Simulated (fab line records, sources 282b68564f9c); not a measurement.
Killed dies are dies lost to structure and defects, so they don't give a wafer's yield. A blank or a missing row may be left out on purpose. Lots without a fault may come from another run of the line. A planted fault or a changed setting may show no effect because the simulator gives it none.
Which tool did it? | flow rit_cmos | 6 lots, 18 wafers sampled, at 2 steps of a route of 202

WHAT THE GAUGES READ, wafer by wafer
RIT_GATE_CD_MEAS_16: target cd 150 nm.
lot  | measured    | on        | cd_nm (nm)
L191 | day 2 17:58 | cd_sem-02 | 146.4 146.9 146.8
L193 | day 3 05:31 | cd_sem-02 | 149.6 147.9 147.7
L195 | day 3 15:47 | cd_sem-02 | 149.1 150.4 150.2
L197 | day 4 05:14 | cd_sem-01 | 152.0 148.1 148.5
L203 | day 5 10:39 | cd_sem-01 | 147.7 150.3 150.2
L212 | day 7 05:38 | cd_sem-01 | 149.3 147.8 148.1

WHICH TOOL RAN EACH LOT (tool, then ch and the chambers of the sampled wafers, then the start)
lot  | RIT_GATE_EXPOSE_13
L191 | iline_stepper-02 ch 0, day 2 17:34
L193 | iline_stepper-01 ch 0, day 3 05:06
L195 | iline_stepper-01 ch 0, day 3 15:23
L197 | iline_stepper-01 ch 0, day 4 04:42
L203 | iline_stepper-02 ch 0, day 5 10:11
L212 | iline_stepper-02 ch 0, day 7 05:10
- RIT_GATE_EXPOSE_13: exposes mask M6, target cd 150 nm.

THE ANSWER, worked out from the rows above alone
Rule: what is usual is taken from the lots themselves. Put in order of their means at a reading, lots are off if they are a third of the lots or fewer, leave a main group of 4 or more, and stand apart from it by a gap of 3 or more times the standard deviation of the main group's means; of several such gaps the widest counts. A main group whose means are all the same, to the digits that the tables above print for the reading, isn't used. A lot without any number at a reading at which 4 lots or more have one is off too. The other lots that the step has rows for count as sound.
No lot is off at any reading shown: from this, nothing can be told.

WHAT THE SIMULATOR HAD PUT IN
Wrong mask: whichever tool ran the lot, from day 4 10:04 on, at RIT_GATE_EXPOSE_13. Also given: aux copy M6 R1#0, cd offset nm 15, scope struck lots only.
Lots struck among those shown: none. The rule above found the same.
